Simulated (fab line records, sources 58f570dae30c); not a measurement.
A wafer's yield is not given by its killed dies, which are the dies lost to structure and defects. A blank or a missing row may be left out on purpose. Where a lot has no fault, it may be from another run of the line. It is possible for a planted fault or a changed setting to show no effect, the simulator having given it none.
2 desks looking at one fault || flow berkeley-cmos170 || each desk has only its own numbers; what lay behind them comes last

## FROM THE METROLOGY DESK
What the gauges read for every lot (on any tool): the sampled wafers with a number, averaged. The brackets show how far a lot's mean lies from the usual mean; more than 4 standard deviations puts the lot out of limits, marked OUT.
Columns: A = cd-nm at UCB170_M1_CD_MEAS_90, usual 700.2 nm
{"lot": "L422", "first seen here": "day 7 00:40", "A": 699.7}
{"lot": "L423", "first seen here": "day 7 06:56", "A": 700.6}
{"lot": "L425", "first seen here": "day 7 22:17", "A": 703.1}
{"lot": "L426", "first seen here": "day 7 22:25", "A": 701.7}
{"lot": "L424", "first seen here": "day 8 00:19", "A": 699.2}
{"lot": "L427", "first seen here": "day 8 00:37", "A": 700.5}
{"lot": "L429", "first seen here": "day 8 15:16", "A": 699.0}
{"lot": "L428", "first seen here": "day 8 17:37", "A": 700.8}
{"lot": "L435", "first seen here": "day 9 19:20", "A": 707.2}
{"lot": "L440", "first seen here": "day 10 12:47", "A": 702.8}
{"lot": "L442", "first seen here": "day 11 01:24", "A": 701.8}
{"lot": "L443", "first seen here": "day 11 03:25", "A": 701.1}
{"lot": "L444", "first seen here": "day 11 18:17", "A": 698.6}
This desk's verdict: no lot among the 13 shows anything out of limits.

## THE TOOL OWNER'S DESK: rie-metal-01
The tool's own readings at UCB170_M1_METAL_ETCH_12 (etches Al in Cl2/BCl3, stops on PSG, target depth 780 nm, time 130 s): means of the sampled wafers that have a number, for each lot that ran on this tool. The brackets show how far a lot's mean lies from the usual mean; more than 4 standard deviations puts the lot out of limits, marked OUT.
Columns: A = drypump-motor-current-A at UCB170_M1_METAL_ETCH_12, usual 5.8 A; B = oes-product-au at UCB170_M1_METAL_ETCH_12, usual 0.853 a.u.; C = throttle-valve-pct at UCB170_M1_METAL_ETCH_12, usual 24.38 %
{"lot": "L422", "first seen here": "day 7 00:25", "A": 5.4, "B": 0.859, "C": 24.47}
{"lot": "L423", "first seen here": "day 7 06:36", "A": 5.7, "B": 0.838, "C": 24.39}
{"lot": "L426", "first seen here": "day 7 22:10", "A": 5.7, "B": 0.837, "C": 24.39}
{"lot": "L428", "first seen here": "day 8 17:22", "A": 5.4, "B": 0.848, "C": 24.51}
{"lot": "L435", "first seen here": "day 9 19:05", "A": 5.1, "B": 0.852, "C": 24.65}
This desk's verdict: no lot among the 5 shows anything out of limits.

## ALL TOGETHER
Nothing out of limits was seen by the metrology desk.
The desk of the tool owner found nothing out of limits.

## WHAT HAD BEEN PUT IN BY THE SIMULATOR
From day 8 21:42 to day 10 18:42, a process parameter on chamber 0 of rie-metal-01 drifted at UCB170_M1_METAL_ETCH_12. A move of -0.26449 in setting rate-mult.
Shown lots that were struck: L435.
